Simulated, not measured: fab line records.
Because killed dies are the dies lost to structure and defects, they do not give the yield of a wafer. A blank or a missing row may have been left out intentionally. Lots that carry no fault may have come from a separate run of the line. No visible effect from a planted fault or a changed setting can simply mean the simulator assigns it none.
Split-lot experiment :: flow rit cmos :: 23 wafers read from 5 lots, route of 202 steps

## THE SPLIT ITSELF
At RIT_ACTIVE_ETCH_13 (etches Si3N4 in SF6, stops on SiO2, time 210 s, target depth 210 nm), the setting time s was moved away from the recipe's 210 s on 6 of the 23 wafers read, by -14.7% to -13.6%. This setting was run at the recipe's value on the other wafers.

The reading comes from the split's own step.

## THE READING
oes product au, in a.u., at RIT_ACTIVE_ETCH_13 (etches Si3N4 in SF6, stops on SiO2, time 210 s, target depth 210 nm). A value of 0.818 a.u. with a standard deviation of 0.014 a.u. is what fault-free wafers of this fab line usually give.

wafer: L078.2
tool, chamber at the split: rie diel-03, 1
time s as run, s: 210
against the recipe: recipe
oes product au, a.u.: 0.818
against lot-mates on the recipe: -

wafer: L078.4
tool, chamber at the split: rie diel-03, 0
time s as run, s: 210
against the recipe: recipe
oes product au, a.u.: 0.824
against lot-mates on the recipe: -

wafer: L078.6
tool, chamber at the split: rie diel-03, 0
time s as run, s: 210
against the recipe: recipe
oes product au, a.u.: 0.834
against lot-mates on the recipe: -

wafer: L079.2
tool, chamber at the split: rie diel-01, 0
time s as run, s: 210
against the recipe: recipe
oes product au, a.u.: 0.821
against lot-mates on the recipe: -

wafer: L079.3
tool, chamber at the split: rie diel-01, 3
time s as run, s: 210
against the recipe: recipe
oes product au, a.u.: 0.811
against lot-mates on the recipe: -

wafer: L079.4
tool, chamber at the split: rie diel-01, 2
time s as run, s: 210
against the recipe: recipe
oes product au, a.u.: 0.825
against lot-mates on the recipe: -

wafer: L079.5
tool, chamber at the split: rie diel-01, 0
time s as run, s: 210
against the recipe: recipe
oes product au, a.u.: 0.814
against lot-mates on the recipe: -

wafer: L079.6
tool, chamber at the split: rie diel-01, 1
time s as run, s: 210
against the recipe: recipe
oes product au, a.u.: 0.857
against lot-mates on the recipe: -

wafer: L081.1
tool, chamber at the split: rie diel-03, 1
time s as run, s: 210
against the recipe: recipe
oes product au, a.u.: 0.817
against lot-mates on the recipe: -

wafer: L081.2
tool, chamber at the split: rie diel-03, 2
time s as run, s: 210
against the recipe: recipe
oes product au, a.u.: 0.808
against lot-mates on the recipe: -

wafer: L081.3
tool, chamber at the split: rie diel-03, 3
time s as run, s: 179.2
against the recipe: -14.7%
oes product au, a.u.: 0.906
against lot-mates on the recipe: +0.094

wafer: L081.5
tool, chamber at the split: rie diel-03, 3
time s as run, s: 179.2
against the recipe: -14.7%
oes product au, a.u.: 0.897
against lot-mates on the recipe: +0.085

wafer: L081.6
tool, chamber at the split: rie diel-03, 1
time s as run, s: 179.2
against the recipe: -14.7%
oes product au, a.u.: 0.901
against lot-mates on the recipe: +0.089

wafer: L082.2
tool, chamber at the split: rie diel-01, 3
time s as run, s: 210
against the recipe: recipe
oes product au, a.u.: 0.808
against lot-mates on the recipe: -

wafer: L082.3
tool, chamber at the split: rie diel-01, 1
time s as run, s: 181.4
against the recipe: -13.6%
oes product au, a.u.: 0.920
against lot-mates on the recipe: +0.097

wafer: L082.4
tool, chamber at the split: rie diel-01, 0
time s as run, s: 181.4
against the recipe: -13.6%
oes product au, a.u.: 0.882
against lot-mates on the recipe: +0.059

wafer: L082.5
tool, chamber at the split: rie diel-01, 2
time s as run, s: 181.4
against the recipe: -13.6%
oes product au, a.u.: 0.878
against lot-mates on the recipe: +0.055

wafer: L082.6
tool, chamber at the split: rie diel-01, 1
time s as run, s: 210
against the recipe: recipe
oes product au, a.u.: 0.838
against lot-mates on the recipe: -

wafer: L084.1
tool, chamber at the split: rie diel-01, 0
time s as run, s: 210
against the recipe: recipe
oes product au, a.u.: 0.808
against lot-mates on the recipe: -

wafer: L084.2
tool, chamber at the split: rie diel-01, 2
time s as run, s: 210
against the recipe: recipe
oes product au, a.u.: 0.802
against lot-mates on the recipe: -

wafer: L084.4
tool, chamber at the split: rie diel-01, 1
time s as run, s: 210
against the recipe: recipe
oes product au, a.u.: 0.855
against lot-mates on the recipe: -

wafer: L084.5
tool, chamber at the split: rie diel-01, 3
time s as run, s: 210
against the recipe: recipe
oes product au, a.u.: 0.811
against lot-mates on the recipe: -

wafer: L084.6
tool, chamber at the split: rie diel-01, 2
time s as run, s: 210
against the recipe: recipe
oes product au, a.u.: 0.808
against lot-mates on the recipe: -

THE FIT
A straight line over all 23 wafers: oes product au changes by -0.00539 a.u. for each +1% of time s; r = -0.91; the points scatter about the line by 0.016 a.u.
The same after taking each lot's own level away (the mean of its wafers on the recipe; 23 wafers): -0.00565 a.u. for each +1%; r = -0.92; scatter 0.016 a.u.
The reading moves by 0.083 a.u. for the largest change in time s, on that fit.
The lots' own levels span 0.8125 to 0.8256 a.u., that is 0.9 times the standard deviation above.
Hence the lot-to-lot level has little effect on the slope; both slopes agree.
Check: +0.0804 a.u. against its lot-mates is what the line predicts for one of the wafers moved furthest among these (-14.7%) when that wafer is left out of the fit. Against them it came out at +0.0935 a.u.
Tool readings at the split's step, against how far the setting was moved: oes product au r = -0.91.

## FURTHER SPLITS ON THESE WAFERS
These wafers also went through other splits before the reading. Each is held against what the fit with the lots' levels taken away leaves over:
other split on the same wafers: RIT_ACTIVE_OXIDATION_01 temp c
wafers away from the commonest value: 10
r with oes product au (lot level and that fit taken away): -0.16

## THE WHOLE CHAIN: every reading that the file lists as answering this split, in the file's order
step: RIT_ACTIVE_ETCH_13
what it does: etches Si3N4 in SF6, stops on SiO2, time 210 s, target depth 210 nm
reading: oes product au
change (the file's fit): -0.00564 a.u. for each +1% of the setting
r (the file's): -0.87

step: RIT_ACTIVE_ETCH_13
what it does: etches Si3N4 in SF6, stops on SiO2, time 210 s, target depth 210 nm
reading: NOVOLAK_of_ACTIVE_COAT_06.thk nm (the simulator's own value, which no gauge read)
change (the file's fit): -2.22 nm for each +1% of the setting
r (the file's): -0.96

## FILE'S OWN FIT
oes product au changes by -0.00564 a.u. for each +1% of time s, r = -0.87.
